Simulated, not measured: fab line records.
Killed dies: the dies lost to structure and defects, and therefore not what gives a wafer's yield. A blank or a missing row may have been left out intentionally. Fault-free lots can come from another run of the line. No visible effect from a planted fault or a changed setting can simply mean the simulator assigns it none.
Problem report in the 8D (eight disciplines) form, filled by code    flow rit-cmos    the parts of the form that need people (team, actions taken, sign-off) are left out

== 1. WHAT IS WRONG ==
Wafers without a fault read 397.3 W, standard deviation 1.4; rf-fwd-power-W at RIT_CONTACT_CVD_00 reads a mean of 446.6 W on 3 wafers belonging to 2 lots. That puts it +35 standard deviations away from the usual mean.
The step: deposits SiO2 from TEOS, target thk 400 nm, time 61 s.
First observed at day 7 05:51: wafer L435.3, on pecvd-02. The record holds 42 wafers of 14 lots with a number at this step. Rule for "out", or "out of limits": more than 4 standard deviations from the usual mean. The rest of the wafers with a number are treated as sound.

== 2. WHAT THIS IS AND IS NOT ==
question                     is                      is not
which readings at this step  rf-fwd-power-W          heater-power-w
which lots                   L435, L438              L417, L418, L419, L420, L423, L424, L426, L427, L428, L429, L430, L440
which wafers of those lots   L435.3, L435.6, L438.6  L435.2, L438.2, L438.5
read on which tools          pecvd-02                pecvd-01, pecvd-03
when                         from day 7 05:51        up to then (34 sound wafers); but 5 sound wafers of L438, L440 came after

== 3. SUSPECTS, AND WHAT RULES EACH OUT ==
Counting: if a tool at a process step up to the reading ran every lot that is out, it stays a suspect. Sound lots after the first of them don't rule it out here, since some wafers of a struck lot are sound.
- pecvd-02 at RIT_CONTACT_CVD_00 (deposits SiO2 from TEOS, target thk 400 nm, time 61 s): kept. Ran every lot that is out, first one L435 (day 7 05:51); last sound lot up to then L429 (day 5 21:53). Its own readings are out on those wafers: rf-fwd-power-W.
- At RIT_CONTACT_CVD_00, inside pecvd-02: chamber 1 took the wafers that are out, while their sound lot-mates went through chambers 0, 2.
Left after counting: pecvd-02 at RIT_CONTACT_CVD_00.

== 4. THE CAUSE (what the simulator had put in) ==
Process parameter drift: pecvd-02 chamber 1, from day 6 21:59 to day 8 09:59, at RIT_CONTACT_CVD_00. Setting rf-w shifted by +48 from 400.
Only this tool survived the counting.

== 5. THE CHAIN OF EFFECTS, in route order ==
Each row: a reading whose mean over the struck wafers that have a number lies more than 3 standard deviations from the usual. Only readings whose record carries a usual standard deviation are examined. hours: median over the lots of the time between each lot's start at the first step of this table that gives one and its start at this step. sigmas: the change, counted in usual standard deviations.
hours  step                reading         usual    on struck wafers  change  sigmas
0      RIT_CONTACT_CVD_00  rf-fwd-power-W  397.3 W  446.6             +49.3   +35
Here are the process steps it includes:
- RIT_CONTACT_CVD_00: deposits SiO2 from TEOS, target thk 400 nm, time 61 s.
Later steps that measure or inspect, where all struck wafers having a row at the step show a number for every such reading and not one has moved that far: RIT_CONTACT_THK_MEAS_01.

== 6. HOW IT WOULD HAVE BEEN CAUGHT EARLIER ==
First out-of-limits reading in this record: day 7 05:51, which is 8 hours after fault onset at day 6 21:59.
